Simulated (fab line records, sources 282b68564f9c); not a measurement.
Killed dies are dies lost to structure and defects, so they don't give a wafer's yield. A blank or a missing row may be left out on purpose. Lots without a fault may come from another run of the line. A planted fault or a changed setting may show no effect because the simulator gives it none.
Split-lot experiment | flow rit_cmos | 5 lots, 23 wafers read, on a route of 202 steps

THE SPLIT
At RIT_SPACER_ETCHBACK_05 (etches Si3N4 in SF6/CHF3, stops on SiO2, target depth 250 nm, time 240 s), the setting time_s was moved away from the recipe's 240 s on 10 of the 23 wafers read, by -9.8% to +9.7%. The other wafers ran this setting at the recipe's value.

The reading is taken at the split's own step.

THE READING
Si3N4_of_SPACER_CVD_03.thk_nm (the simulator's own value, which no gauge read), in nm, at RIT_SPACER_ETCHBACK_05 (etches Si3N4 in SF6/CHF3, stops on SiO2, target depth 250 nm, time 240 s). The file gives no usual value for it. The 13 wafers here that ran the recipe average 195.9 nm, standard deviation 1.9 nm.

wafer  | tool, chamber at the split | time_s as run, s | against the recipe | Si3N4_of_SPACER_CVD_03.thk_nm, nm | against lot-mates on the recipe
L077.1 | rie_diel-02, 1             | 240              | recipe             | 193.9                             | -
L077.2 | rie_diel-02, 3             | 240              | recipe             | 192.6                             | -
L077.3 | rie_diel-02, 2             | 263.3            | +9.7%              | 187.3                             | -6.3
L077.4 | rie_diel-02, 3             | 263.3            | +9.7%              | 187.2                             | -6.4
L077.6 | rie_diel-02, 1             | 240              | recipe             | 194.4                             | -
L079.1 | rie_diel-03, 1             | 257.2            | +7.2%              | 191.1                             | -5.8
L079.2 | rie_diel-03, 0             | 240              | recipe             | 197.4                             | -
L079.4 | rie_diel-03, 3             | 257.2            | +7.2%              | 193.5                             | -3.4
L079.5 | rie_diel-03, 0             | 240              | recipe             | 196.5                             | -
L079.6 | rie_diel-03, 3             | 257.2            | +7.2%              | 195.2                             | -1.8
L080.1 | rie_diel-02, 1             | 240              | recipe             | 194.3                             | -
L080.4 | rie_diel-02, 3             | 240              | recipe             | 195.1                             | -
L080.5 | rie_diel-02, 1             | 240              | recipe             | 195.7                             | -
L081.1 | rie_diel-02, 1             | 225              | -6.2%              | 200.5                             | +1.8
L081.2 | rie_diel-02, 0             | 240              | recipe             | 197.9                             | -
L081.4 | rie_diel-02, 3             | 240              | recipe             | 198.5                             | -
L081.5 | rie_diel-02, 2             | 240              | recipe             | 199.6                             | -
L081.6 | rie_diel-02, 1             | 225              | -6.2%              | 202.7                             | +4.0
L085.1 | rie_diel-04, 3             | 240              | recipe             | 196.2                             | -
L085.2 | rie_diel-04, 0             | 240              | recipe             | 194.8                             | -
L085.3 | rie_diel-04, 2             | 216.5            | -9.8%              | 200.3                             | +4.8
L085.5 | rie_diel-04, 3             | 216.5            | -9.8%              | 198.5                             | +3.0
L085.6 | rie_diel-04, 0             | 216.5            | -9.8%              | 198.6                             | +3.1

THE FIT
A straight line over all 23 wafers: Si3N4_of_SPACER_CVD_03.thk_nm changes by -0.552 nm for each +1% of time_s; r = -0.81; the points scatter about the line by 2.3 nm.
The same after taking each lot's own level away (the mean of its wafers on the recipe; 23 wafers): -0.49 nm for each +1%; r = -0.93; scatter 1.1 nm.
On that fit, the largest move of time_s shifts the reading by 4.8 nm.
The lots' own levels span 193.63 to 198.67 nm, that is 2.6 times the standard deviation above.
So the lot-to-lot level changes the slope: the two fits differ.
Check: with one of the wafers moved furthest among these (-9.8%) left out of the fit, the line predicts +4.4 nm for it against its lot-mates. It came out at +4.8 nm against them.

OTHER SPLITS ON THESE WAFERS
These wafers also went through other splits before the reading. Each is held against what the fit with the lots' levels taken away leaves over:
other split on the same wafers       | wafers away from the commonest value | r with Si3N4_of_SPACER_CVD_03.thk_nm (lot level and that fit taken away)
RIT_ACTIVE_CVD_03 time_s             | 15                                   | -0.11
RIT_ACTIVE_DEVELOP_10 develop_time_s | 5                                    | +0.08
RIT_NWELL_SOFTBAKE_02 temp_c         | 8                                    | +0.09
RIT_PWELL_IMPLANT_08 dose_cm2        | 7                                    | -0.35
RIT_NRETRO_IMPLANT_08 dose_cm2       | 11                                   | -0.04
RIT_GATE_EXPOSE_13 dose_mj           | 8                                    | -0.13
RIT_REOX_OXIDATION_03 temp_c         | 18                                   | +0.09
RIT_NLDD_IMPLANT_08 energy_kev       | 5                                    | +0.01
RIT_PLDD_IMPLANT_08 energy_kev       | 4                                    | +0.04

THE WHOLE CHAIN: every reading that the file lists as answering this split, in the file's order
step                   | what it does                                                             | reading                                                                        | change (the file's fit)               | r (the file's)
RIT_SPACER_ETCHBACK_05 | etches Si3N4 in SF6/CHF3, stops on SiO2, target depth 250 nm, time 240 s | poly-Si_of_GATE_CVD_08.thk_nm (the simulator's own value, which no gauge read) | -0.685 nm for each +1% of the setting | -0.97
RIT_SPACER_ETCHBACK_05 | etches Si3N4 in SF6/CHF3, stops on SiO2, target depth 250 nm, time 240 s | Si3N4_of_SPACER_CVD_03.thk_nm (the simulator's own value, which no gauge read) | -0.503 nm for each +1% of the setting | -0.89

THE FILE'S OWN FIT
Si3N4_of_SPACER_CVD_03.thk_nm changes by -0.503 nm for each +1% of time_s, r = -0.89.
